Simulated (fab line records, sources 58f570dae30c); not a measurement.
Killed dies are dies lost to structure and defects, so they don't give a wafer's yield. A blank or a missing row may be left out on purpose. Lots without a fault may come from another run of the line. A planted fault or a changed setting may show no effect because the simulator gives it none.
Split-lot experiment | flow berkeley_cmos170 | 5 lots, 23 wafers read, on a route of 331 steps

THE SPLIT
At UCB170_M2_METAL_ETCH_18 (etches Al in Cl2/BCl3, stops on SiO2, target depth 1170 nm, time 195 s), the setting time_s was moved away from the recipe's 195 s on 10 of the 23 wafers read, by -9.9% to +12.1%. The other wafers ran this setting at the recipe's value.

The file shows no step between the split and the reading.

THE READING
oes_product_au, in a.u., at UCB170_M2_STRIP_19 (strips in O2). Fault-free wafers of this fab line usually give 0.535 a.u., standard deviation 0.017 a.u..

wafer  | tool, chamber at the split | time_s as run, s | against the recipe | oes_product_au, a.u. | against lot-mates on the recipe
L075.3 | rie_metal-03, 1            | 195              | recipe             | 0.528                | -
L075.4 | rie_metal-03, 0            | 195              | recipe             | 0.550                | -
L075.6 | rie_metal-03, 0            | 195              | recipe             | 0.541                | -
L078.1 | rie_metal-03, 1            | 195              | recipe             | 0.539                | -
L078.2 | rie_metal-03, 0            | 218.5            | +12.1%             | 0.451                | -0.079
L078.3 | rie_metal-03, 0,1          | 195              | recipe             | 0.531                | -
L078.4 | rie_metal-03, 0,1          | 195              | recipe             | 0.521                | -
L078.6 | rie_metal-03, 0            | 218.5            | +12.1%             | 0.461                | -0.069
L080.1 | rie_metal-01, 0,1          | 186.6            | -4.3%              | 0.588                | +0.025
L080.2 | rie_metal-01, 0,1          | 186.6            | -4.3%              | 0.590                | +0.027
L080.4 | rie_metal-01, 1            | 186.6            | -4.3%              | 0.572                | +0.009
L080.5 | rie_metal-01, 1            | 195              | recipe             | 0.560                | -
L080.6 | rie_metal-01, 0            | 195              | recipe             | 0.565                | -
L076.2 | rie_metal-02, 0            | 195              | recipe             | 0.499                | -
L076.3 | rie_metal-02, 0            | 184.4            | -5.4%              | 0.528                | +0.031
L076.4 | rie_metal-02, 1            | 184.4            | -5.4%              | 0.573                | +0.076
L076.5 | rie_metal-02, 1            | 184.4            | -5.4%              | 0.583                | +0.086
L076.6 | rie_metal-02, 0            | 195              | recipe             | 0.495                | -
L083.1 | rie_metal-03, 1            | 195              | recipe             | 0.522                | -
L083.2 | rie_metal-03, 0,1          | 175.7            | -9.9%              | 0.596                | +0.066
L083.4 | rie_metal-03, 1            | 195              | recipe             | 0.534                | -
L083.5 | rie_metal-03, 0,1          | 175.7            | -9.9%              | 0.595                | +0.065
L083.6 | rie_metal-03, 0            | 195              | recipe             | 0.533                | -
Where a row lists several chambers, the file gives one row for several wafers and doesn't say which wafer went through which chamber.

THE FIT
A straight line over all 23 wafers: oes_product_au changes by -0.00661 a.u. for each +1% of time_s; r = -0.87; the points scatter about the line by 0.02 a.u..
The same after taking each lot's own level away (the mean of its wafers on the recipe; 23 wafers): -0.00688 a.u. for each +1%; r = -0.92; scatter 0.015 a.u..
On that fit, the largest move of time_s shifts the reading by 0.083 a.u..
The lots' own levels span 0.4970 to 0.5625 a.u., that is 3.9 times the standard deviation above.
So the lot-to-lot level changes the slope little: the two slopes agree.
Check: with one of the wafers moved furthest among these (+12.1%) left out of the fit, the line predicts -0.0804 a.u. for it against its lot-mates. It came out at -0.0793 a.u. against them.

THE WHOLE CHAIN: every reading that the file lists as answering this split, in the file's order
step                    | what it does                                                           | reading                                                                   | change (the file's fit)                   | r (the file's)
UCB170_M2_METAL_ETCH_18 | etches Al in Cl2/BCl3, stops on SiO2, target depth 1170 nm, time 195 s | KrF_of_M2_COAT_10.thk_nm (the simulator's own value, which no gauge read) | -7.59 nm for each +1% of the setting      | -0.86
UCB170_M2_STRIP_19      | strips in O2                                                           | oes_product_au                                                            | -0.00684 a.u. for each +1% of the setting | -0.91

THE FILE'S OWN FIT
oes_product_au changes by -0.00684 a.u. for each +1% of time_s, r = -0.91.
